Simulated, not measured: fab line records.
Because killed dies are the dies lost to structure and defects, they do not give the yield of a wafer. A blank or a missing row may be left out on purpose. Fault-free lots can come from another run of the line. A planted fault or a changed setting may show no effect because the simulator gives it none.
Matching of chambers :: flow berkeley cmos170 :: 4 sister chambers for UCB170_V1_CMP_02 on cmp-02
The step polishes SiO2. 7 wafers are shown with their chamber, then 7 later ones without.

## WAFERS, EACH WITH ITS CHAMBER
wafer: L357.1
chamber: 1
motor current A (A): 16.3
head pressure psi (psi): 5.984

wafer: L359.3
chamber: 0
motor current A (A): 14.1
head pressure psi (psi): 6.000

wafer: L359.6
chamber: 2
motor current A (A): 15.5
head pressure psi (psi): 5.991

wafer: L367.2
chamber: 2
motor current A (A): 16.0
head pressure psi (psi): 6.007

wafer: L367.6
chamber: 3
motor current A (A): 16.9
head pressure psi (psi): 6.009

wafer: L374.3
chamber: 3
motor current A (A): 18.4
head pressure psi (psi): 6.006

wafer: L374.4
chamber: 0
motor current A (A): 13.8
head pressure psi (psi): 5.995

## WAFERS WITH NO CHAMBER GIVEN
wafer: L374.6
motor current A (A): 15.0
head pressure psi (psi): 5.995

wafer: L376.3
motor current A (A): 16.1
head pressure psi (psi): 6.005

wafer: L376.4
motor current A (A): 16.0
head pressure psi (psi): 5.985

wafer: L376.6
motor current A (A): 17.5
head pressure psi (psi): 6.014

wafer: L378.2
motor current A (A): 14.3
head pressure psi (psi): 6.010

wafer: L378.3
motor current A (A): 16.0
head pressure psi (psi): 5.979

wafer: L378.4
motor current A (A): 16.2
head pressure psi (psi): 5.993

## CHAMBER TAKEN BY EACH
wafer: L374.6
from the rows above: can't be placed: 2 or 0 or 1
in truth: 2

wafer: L376.3
from the rows above: can't be placed: 2 or 3
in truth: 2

wafer: L376.4
from the rows above: can't be placed: 1 or 2
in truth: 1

wafer: L376.6
from the rows above: 3
in truth: 3

wafer: L378.2
from the rows above: can't be placed: 0 or 2
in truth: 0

wafer: L378.3
from the rows above: 1
in truth: 1

wafer: L378.4
from the rows above: can't be placed: 2 or 1 or 3
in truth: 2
Correctly placed: 2 of 7. These rows do not allow placing 5 (true chamber among the candidates in 5). 0 placed wrongly.
How it was worked out, from the rows above alone: a wafer's distance from a chamber is the root of the sum, over the readings, of the square of ((its reading less the chamber's mean) divided by the reading's scatter). If the next closest chamber is less than 2 further off than the closest, the wafer can't be placed; otherwise it belongs to the closest. For every chamber, the mean is computed from those of its wafers that are shown. The scatter: the root of (the sum of the squares of (reading less its chamber's mean) over the shown wafers, divided by (wafers less chambers)).
